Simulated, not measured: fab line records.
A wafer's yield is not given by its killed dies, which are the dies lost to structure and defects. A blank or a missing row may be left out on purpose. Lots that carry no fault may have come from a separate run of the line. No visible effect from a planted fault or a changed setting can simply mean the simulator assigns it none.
Which tool did it? ; flow rit cmos ; 14 lots with 42 wafers sampled at 2 steps, on a route of 202 steps

## WHAT EACH GAUGE READ, for each wafer
RIT_GATE_THK_MEAS_07.
lot;measured;on;GATE_OXIDE_THK (nm)
L471;day 2 09:57;film metro-03;3.04 3.02 3.07
L472;day 2 15:54;film metro-03;3.09 3.17 3.09
L473;day 2 19:49;film metro-02;2.96 2.96 3.04
L474;day 3 01:11;film metro-02;2.49 2.54 2.43
L475;day 3 05:37;film metro-02;3.11 3.26 3.21
L476;day 3 10:38;film metro-03;2.52 2.60 2.55
L482;day 4 16:17;film metro-02;2.95 2.98 2.97
L484;day 5 02:38;film metro-02;3.00 3.00 3.09
L485;day 5 07:36;film metro-02;2.97 3.03 2.99
L489;day 6 03:59;film metro-03;3.04 3.08 3.08
L490;day 6 08:44;film metro-01;2.99 3.05 3.02
L492;day 6 18:47;film metro-03;3.02 2.94 3.00
L493;day 6 23:58;film metro-02;3.07 3.05 3.01
L494;day 7 05:47;film metro-02;3.05 3.05 3.07

## WHICH TOOL RAN EACH LOT (tool, then ch and the chambers of the sampled wafers, then the start)
lot;RIT_GATE_OXIDATION_05
L471;furnace-03 ch 0, day 2 08:37
L472;furnace-04 ch 0, day 2 14:34
L473;furnace-04 ch 0, day 2 18:29
L474;furnace-04 ch 0, day 2 22:43
L475;furnace-03 ch 0, day 3 04:17
L476;furnace-04 ch 0, day 3 08:41
L482;furnace-02 ch 0, day 4 14:56
L484;furnace-02 ch 0, day 5 01:17
L485;furnace-02 ch 0, day 5 06:16
L489;furnace-03 ch 0, day 6 02:38
L490;furnace-03 ch 0, day 6 07:25
L492;furnace-02 ch 0, day 6 17:16
L493;furnace-03 ch 0, day 6 22:38
L494;furnace-04 ch 0, day 7 03:53
- RIT_GATE_OXIDATION_05: target thk 3 nm, ox time 270 s.

## AS READ BY THE TOOLS THEMSELVES (means over the sampled wafers that have a number; for cases with no such wafer, the mark the record gives instead)
RIT_GATE_OXIDATION_05.
lot;tool;spike tc centre C (C);spike tc load C (C);spike tc source C (C);tube center temp C (C);tube_center_temp_C_max
L471;furnace-03;902.0;925.6;922.9;900;902.4
L472;furnace-04;901.9;924.1;923.9;900;902.0
L473;furnace-04;902.5;923.3;924.0;900;902.5
L474;furnace-04;888.5;910.1;910.0;886;888.4
L475;furnace-03;902.2;924.8;923.9;900;902.2
L476;furnace-04;887.9;910.0;910.5;886;888.7
L482;furnace-02;902.7;926.4;921.8;900;902.3
L484;furnace-02;902.7;926.7;922.6;900;902.2
L485;furnace-02;901.4;925.7;922.7;900;902.0
L489;furnace-03;903.4;923.7;923.7;900;902.6
L490;furnace-03;902.9;926.0;924.1;900;902.1
L492;furnace-02;902.3;926.8;922.6;900;902.5
L493;furnace-03;902.3;925.1;923.4;900;902.0
L494;furnace-04;901.7;923.1;923.6;900;902.6

## THE ANSWER, worked out from the rows above alone
Rule: what is usual is taken from the lots themselves. The widest of any qualifying gaps counts: lots, ordered by their means at a reading, are off when they make up no more than a third of the lots, leave a main group of 4 or more, and stand apart from it by 3 or more times the standard deviation of that group's means. A main group whose means are all the same, to the digits that the tables above print for the reading, isn't used. Also off: a lot with no number at a reading for which 4 or more lots have one. Any other lot the step has rows for is counted as sound. Order of review: gauges by route order, followed by the tools' own readings, for which a lot's mean as printed above is used. At the first step where some lot is off, the reading lying furthest off is the one used; lots without a number count as furthest.
Off: L474, L476, seen at RIT_GATE_THK_MEAS_07 (GATE_OXIDE_THK). The main group: mean 3.04 nm, standard deviation 0.06.
If a tool, at a process step before that reading, ran all the lots that are off and no sound lot after the first of them, it fits. The gauges at RIT_GATE_THK_MEAS_07 aren't tried: what is off there is off at RIT_GATE_OXIDATION_05 too, on other tools, and a gauge's error can't cause that. None of those tried fits.

## WHAT WAS PUT IN BY THE SIMULATOR
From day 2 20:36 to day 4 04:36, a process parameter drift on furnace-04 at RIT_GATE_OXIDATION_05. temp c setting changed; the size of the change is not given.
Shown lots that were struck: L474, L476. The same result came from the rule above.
